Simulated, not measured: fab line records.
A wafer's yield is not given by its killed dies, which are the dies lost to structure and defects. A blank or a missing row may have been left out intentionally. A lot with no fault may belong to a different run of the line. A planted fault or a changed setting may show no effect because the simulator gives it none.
2 desks, one fault	flow rit_cmos	only its own numbers are on each desk; what lay behind them is given at the end

== THE TOOL OWNER'S DESK: furnace-02 ==
The tool's own readings at RIT_FOX2_OXIDATION_00 (target thk 350.7 nm, ox time 1130 s): means of the sampled wafers that have a number, for each lot that ran on this tool. Any lot whose mean is over 4 standard deviations away from the usual mean is out of limits and marked OUT; that distance is given in the brackets.
Columns: A = spike_tc_centre_C at RIT_FOX2_OXIDATION_00, usual 1101.6 C; B = spike_tc_load_C at RIT_FOX2_OXIDATION_00, usual 1125.6 C; C = spike_tc_source_C at RIT_FOX2_OXIDATION_00, usual 1126.4 C; D = tube_center_temp_C at RIT_FOX2_OXIDATION_00, usual 1100 C; E = tube_center_temp_C_max at RIT_FOX2_OXIDATION_00, usual 1102.8
lot	first seen here	A	B	C	D	E
L296	day 2 03:49	1101.3	1124.6	1125.7	1100	1102.2
L298	day 2 14:08	1101.5	1124.1	1125.5	1100	1102.9
L307	day 4 11:09	1111.6 (+8.3) OUT	1134.2 (+5.8) OUT	1135.6 (+7.7) OUT	1109 (+93) OUT	1112.7 (+22) OUT
L309	day 4 21:33	1109.6 (+6.7) OUT	1134.4 (+5.9) OUT	1135.5 (+7.6) OUT	1109 (+94) OUT	1112.3 (+21) OUT
This desk's verdict: out of limits on L307, L309, starting with L307 at day 4 11:09 (spike_tc_centre_C at RIT_FOX2_OXIDATION_00). L296, L298: within limits.

== FROM THE METROLOGY DESK ==
What the gauges read for every lot (on any tool): the sampled wafers with a number, averaged. Any lot whose mean is over 4 standard deviations away from the usual mean is out of limits and marked OUT; that distance is given in the brackets. 7 of its 11 readings are shown, namely those furthest out on some lot.
Columns: A = cd_nm at RIT_ACTIVE_CD_MEAS_11, usual 1399.9 nm; B = cd_nm at RIT_ACTIVE_CD_MEAS_90, usual 1399.9 nm; C = FOX1_OXIDE_THK at RIT_FOX1_THK_MEAS_01, usual 349 nm; D = FOX2_OXIDE_THK at RIT_FOX2_THK_MEAS_01, usual 350 nm; E = FIELD_OXIDE_LEFT_1_THK at RIT_FOX2_THK_MEAS_90, usual 322 nm; F = PWELL_OVL at RIT_PWELL_OVL_MEAS_06, usual 0.2 nm; G = PWELL_RS at RIT_WELLDRIVE_RS_MEAS_02, usual 429.7 ohm/sq
lot	first seen here	A	B	C	D	E	F	G
L296	day 2 00:29	1398.3	1398.4	350	347	319	-1.0	429.7
L298	day 2 10:34	1400.2	1400.1	361	347	320	-0.7	431.7
L306	day 4 02:42	1401.9	1401.9	345	362	334	-0.7	430.7
L307	day 4 07:35	1396.3	1396.2	339	361	333	-0.8	429.8
L309	day 4 17:35	1400.7	1400.8	357	358	330	2.7	429.3
L317	day 6 10:20	1401.2	1401.3	363	350	323	0.5	430.7
This desk's verdict: no lot among the 6 shows anything out of limits.

== BROUGHT TOGETHER ==
On L307, L309, at day 4 11:09, an alarm was possible from the tool owner's desk.
Nothing out of limits was seen by the metrology desk.
The metrology desk holds a record of L307, L309, inside its limits.
The lots listed all ran RIT_FOX2_OXIDATION_00 on furnace-02.

== WHAT THE SIMULATOR HAD PUT IN ==
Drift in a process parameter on furnace-02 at RIT_FOX2_OXIDATION_00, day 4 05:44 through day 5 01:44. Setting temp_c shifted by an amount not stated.
Shown lots that were struck: L307, L309.
Hours from the fault's start to each desk's first reading out of limits: the tool owner's desk, 5.
